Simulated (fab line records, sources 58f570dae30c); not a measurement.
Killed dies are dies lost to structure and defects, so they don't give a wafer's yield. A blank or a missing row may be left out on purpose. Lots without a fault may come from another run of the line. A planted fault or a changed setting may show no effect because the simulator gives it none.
Split-lot experiment | flow berkeley_cmos170 | 5 lots, 23 wafers read, on a route of 331 steps

THE SPLIT
At UCB170_SILICIDE_SPUTTER_01 (material Ti, target thk 30 nm, time 25 s), the setting time_s was moved away from the recipe's 25 s on 8 of the 23 wafers read, by -9.0% to +5.8%. The other wafers ran this setting at the recipe's value.

FROM THE SPLIT TO THE READING: what the file shows between them, 1 step
- UCB170_SILICIDE_RS_MEAS_02: measures by four-point-probe

THE READING
SILICIDE_TI_THK, in nm, at UCB170_SILICIDE_THK_MEAS_03 (measures by xrf). Fault-free wafers of this fab line usually give 29.6 nm, standard deviation 0.34 nm.

wafer  | tool, chamber at the split | time_s as run, s | against the recipe | SILICIDE_TI_THK, nm | against lot-mates on the recipe
L074.1 | pvd_sputter-01, -          | 25               | recipe             | 29.3                | -
L074.2 | pvd_sputter-01, -          | 22.76            | -9.0%              | 26.4                | -3.0
L074.3 | pvd_sputter-01, -          | 22.76            | -9.0%              | 26.7                | -2.7
L074.4 | pvd_sputter-01, -          | 22.76            | -9.0%              | 26.4                | -3.0
L074.6 | pvd_sputter-01, -          | 25               | recipe             | 29.5                | -
L076.1 | pvd_sputter-03, -          | 22.8             | -8.8%              | 27.2                | -2.6
L076.3 | pvd_sputter-03, -          | 22.8             | -8.8%              | 27.1                | -2.7
L076.4 | pvd_sputter-03, -          | 22.8             | -8.8%              | 27.1                | -2.7
L076.5 | pvd_sputter-03, -          | 25               | recipe             | 29.9                | -
L076.6 | pvd_sputter-03, -          | 25               | recipe             | 29.7                | -
L082.1 | pvd_sputter-03, -          | 25               | recipe             | 29.9                | -
L082.3 | pvd_sputter-03, -          | 25               | recipe             | 30.3                | -
L082.4 | pvd_sputter-03, -          | 25               | recipe             | 30.1                | -
L084.1 | pvd_sputter-02, -          | 25               | recipe             | 29.7                | -
L084.2 | pvd_sputter-02, -          | 25               | recipe             | 29.9                | -
L084.3 | pvd_sputter-02, -          | 26.45            | +5.8%              | 31.5                | +1.7
L084.4 | pvd_sputter-02, -          | 25               | recipe             | 29.7                | -
L084.5 | pvd_sputter-02, -          | 26.45            | +5.8%              | 31.3                | +1.5
L083.1 | pvd_sputter-03, -          | 25               | recipe             | 29.5                | -
L083.2 | pvd_sputter-03, -          | 25               | recipe             | 29.3                | -
L083.4 | pvd_sputter-03, -          | 25               | recipe             | 29.4                | -
L083.5 | pvd_sputter-03, -          | 25               | recipe             | 29.1                | -
L083.6 | pvd_sputter-03, -          | 25               | recipe             | 29.4                | -

THE FIT
A straight line over all 23 wafers: SILICIDE_TI_THK changes by +0.316 nm for each +1% of time_s; r = +0.98; the points scatter about the line by 0.32 nm.
The same after taking each lot's own level away (the mean of its wafers on the recipe; 23 wafers): +0.307 nm for each +1%; r = +1.00; scatter 0.14 nm.
On that fit, the largest move of time_s shifts the reading by 2.8 nm.
The lots' own levels span 29.34 to 30.10 nm, that is 2.2 times the standard deviation above.
So the lot-to-lot level changes the slope little: the two slopes agree.
Check: with one of the wafers moved furthest among these (-9.0%) left out of the fit, the line predicts -2.74 nm for it against its lot-mates. It came out at -3 nm against them.

OTHER SPLITS ON THESE WAFERS
These wafers also went through other splits before the reading. Each is held against what the fit with the lots' levels taken away leaves over:
other split on the same wafers   | wafers away from the commonest value | r with SILICIDE_TI_THK (lot level and that fit taken away)
UCB170_NLDD_EXPOSE_03 dose_mj    | 5                                    | +0.09
UCB170_SPACER_CVD_00 time_s      | 11                                   | -0.36
UCB170_PSD_PEB_04 peb_temp_c     | 9                                    | +0.11
UCB170_NSD_COAT_01 resist_thk_nm | 6                                    | -0.31

THE WHOLE CHAIN: every reading that the file lists as answering this split, in the file's order
step                        | what it does                             | reading                                                                           | change (the file's fit)               | r (the file's)
UCB170_SILICIDE_SPUTTER_01  | material Ti, target thk 30 nm, time 25 s | Ti_of_SILICIDE_SPUTTER_01.thk_nm (the simulator's own value, which no gauge read) | +0.312 nm for each +1% of the setting | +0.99
UCB170_SILICIDE_RS_MEAS_02  | measures by four-point-probe             | SILICIDE_TI_RS                                                                    | -0.344 for each +1% of the setting    | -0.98
UCB170_SILICIDE_THK_MEAS_03 | measures by xrf                          | SILICIDE_TI_THK                                                                   | +0.308 for each +1% of the setting    | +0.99

THE FILE'S OWN FIT
SILICIDE_TI_THK changes by +0.308 nm for each +1% of time_s, r = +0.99.
